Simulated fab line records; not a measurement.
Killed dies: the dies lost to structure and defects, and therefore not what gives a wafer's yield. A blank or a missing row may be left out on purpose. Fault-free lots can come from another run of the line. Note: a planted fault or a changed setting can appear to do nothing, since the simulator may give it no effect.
Problem report in the 8D (eight disciplines) form, filled by code + flow berkeley_cmos170 + the parts of the form that need people (team, actions taken, sign-off) are left out

1. THE PROBLEM
Wafers free of any fault read 1995 nm (standard deviation 23) for V1_TEOS_THK at UCB170_V1_THK_MEAS_01, against a mean of 2197 nm on 6 wafers of 2 lots. That is +8.8 standard deviations from the usual mean.
The first sign was on wafer L373.1 at day 12 00:04, on film_metro-01. At this step, 42 wafers from 14 lots have a number in the record. Rule for "out" (also "out of limits"): further than 4 standard deviations from the usual mean. The rest of the wafers with a number are treated as sound.

2. WHAT IT IS, AND WHAT IT ISN'T
| question                    | is                           | is not                                                                 |
|-----------------------------|------------------------------|------------------------------------------------------------------------|
| which readings at this step | V1_TEOS_THK                  | -                                                                      |
| which lots                  | L373, L378                   | L356, L357, L359, L360, L361, L362, L363, L365, L366, L367, L369, L375 |
| which wafers of those lots  | all that have a number       | -                                                                      |
| read on which gauges        | film_metro-01, film_metro-02 | film_metro-03                                                          |
| when                        | from day 12 00:04            | up to then (33 sound wafers); but 3 sound wafers of L375 came after    |

3. THE SUSPECTS, EACH WITH WHAT RULES IT OUT
Counting: a tool at any process step up to the reading remains a suspect when it ran all the lots that are out and ran no sound lot after the first of those.
- the gauge at UCB170_V1_THK_MEAS_01 is ruled out. Those wafers that are out were read across 2 gauges (film_metro-01, film_metro-02).
- pecvd-03 at UCB170_V1_CVD_00 (deposits SiO2 from TEOS/O2, target thk 2000 nm, time 250 s): kept. It ran every lot that is out, first L373 (day 11 23:54), and no sound lot after that; its last sound lot up to then is L369 (day 11 14:51). Out on those wafers are its own readings of rf_fwd_power_W.
Remaining after the count: pecvd-03 at UCB170_V1_CVD_00.

4. THE CAUSE (what the simulator had put in)
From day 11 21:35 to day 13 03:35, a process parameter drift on pecvd-03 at UCB170_V1_CVD_00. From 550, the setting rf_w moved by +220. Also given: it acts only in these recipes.
Only this tool survived the counting.

5. SEQUENCE OF EFFECTS, ordered by route
Each row: a reading where the mean over the struck wafers with a number is more than 3 standard deviations away from the usual. Scope: only readings with a usual standard deviation given in the record; hours: median across lots of the time from each lot's start at the first step in this table that gives one to its start at this step; sigmas: change in usual standard deviations.
| hours | step                  | reading        | usual   | on struck wafers | change | sigmas      |
|-------|-----------------------|----------------|---------|------------------|--------|-------------|
| 0     | UCB170_V1_CVD_00      | rf_fwd_power_W | 548.2 W | 768.9            | +220.6 | +99 or more |
| 0     | UCB170_V1_THK_MEAS_01 | V1_TEOS_THK    | 1995 nm | 2197             | +202   | +8.8        |
Here are the process steps it includes:
- UCB170_V1_CVD_00: deposits SiO2 from TEOS/O2, target thk 2000 nm, time 250 s.
Later measuring or inspecting steps at which every struck wafer that the step has a row for has a number for every such reading, and none has moved that far: UCB170_V2_THK_MEAS_04.

6. HOW IT WOULD HAVE BEEN CAUGHT EARLIER
2 hours passed between the start of the fault at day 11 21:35 and the first reading out of limits at a measuring or inspecting step in this record, taken at day 12 00:04.
At UCB170_V1_CVD_00, the tool's own readings (rf_fwd_power_W) were out on each struck wafer the step has a row for, so an alarm limit on them would have fired on the first such wafer.
L378, from the lots that are out (2), started UCB170_V1_CVD_00 on pecvd-03 later than day 12 00:04. Putting the tool on hold at that point would have spared it.
